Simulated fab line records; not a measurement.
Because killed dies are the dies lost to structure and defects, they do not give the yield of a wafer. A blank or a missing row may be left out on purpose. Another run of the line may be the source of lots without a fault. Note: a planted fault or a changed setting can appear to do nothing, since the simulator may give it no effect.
The tool behind it: which one? :: flow rit-cmos :: Sampling: 7 lots, 21 wafers, 2 of 202 route steps

== WHAT THE GAUGES READ, wafer by wafer ==
RIT_SILICIDE_RS_MEAS_02: measures by four-point-probe.
lot: L802
measured: day 3 19:19
on: film-metro-02
SILICIDE_TI_RS (ohm/sq): 47.5 47.3 47.5

lot: L804
measured: day 4 10:08
on: film-metro-03
SILICIDE_TI_RS (ohm/sq): 47.1 47.3 47.7

lot: L806
measured: day 4 16:03
on: film-metro-03
SILICIDE_TI_RS (ohm/sq): 47.8 47.4 47.5

lot: L810
measured: day 5 11:32
on: film-metro-03
SILICIDE_TI_RS (ohm/sq): 47.9 48.3 48.4

lot: L814
measured: day 6 04:59
on: film-metro-02
SILICIDE_TI_RS (ohm/sq): 46.8 47.3 47.4

lot: L818
measured: day 7 02:37
on: film-metro-03
SILICIDE_TI_RS (ohm/sq): 48.0 48.0 48.3

lot: L822
measured: day 8 03:20
on: film-metro-04
SILICIDE_TI_RS (ohm/sq): 48.5 48.1 49.0

== WHICH TOOL RAN EACH LOT (tool, then ch and the chambers of the sampled wafers, then the start) ==
lot: L802
RIT_NLDD_STRIP_09: plasma-asher-04 ch 0,1, day 3 09:10

lot: L804
RIT_NLDD_STRIP_09: plasma-asher-02 ch 0,1, day 4 00:32

lot: L806
RIT_NLDD_STRIP_09: plasma-asher-02 ch 0,1, day 4 07:03

lot: L810
RIT_NLDD_STRIP_09: plasma-asher-03 ch 0,1, day 5 03:05

lot: L814
RIT_NLDD_STRIP_09: plasma-asher-02 ch 0, day 5 20:35

lot: L818
RIT_NLDD_STRIP_09: plasma-asher-04 ch 0,1, day 6 18:13

lot: L822
RIT_NLDD_STRIP_09: plasma-asher-04 ch 0,1, day 7 19:01
- RIT_NLDD_STRIP_09: strips in O2, time 180 s.

== THE ANSWER, worked out from the rows above alone ==
Rule: usual is defined by the lots themselves. Put in order of their means at a reading, lots are off if they are a third of the lots or fewer, leave a main group of 4 or more, and stand apart from it by a gap of 3 or more times the standard deviation of the main group's means; of several such gaps the widest counts. Not used: any main group whose means are identical at the precision the tables above print for the reading. Also off: a lot with no number at a reading for which 4 or more lots have one. Where the step has rows for the other lots, those lots are counted as sound.
Nothing can be told from this: no lot is off at any reading shown.

== WHAT WAS PUT IN BY THE SIMULATOR ==
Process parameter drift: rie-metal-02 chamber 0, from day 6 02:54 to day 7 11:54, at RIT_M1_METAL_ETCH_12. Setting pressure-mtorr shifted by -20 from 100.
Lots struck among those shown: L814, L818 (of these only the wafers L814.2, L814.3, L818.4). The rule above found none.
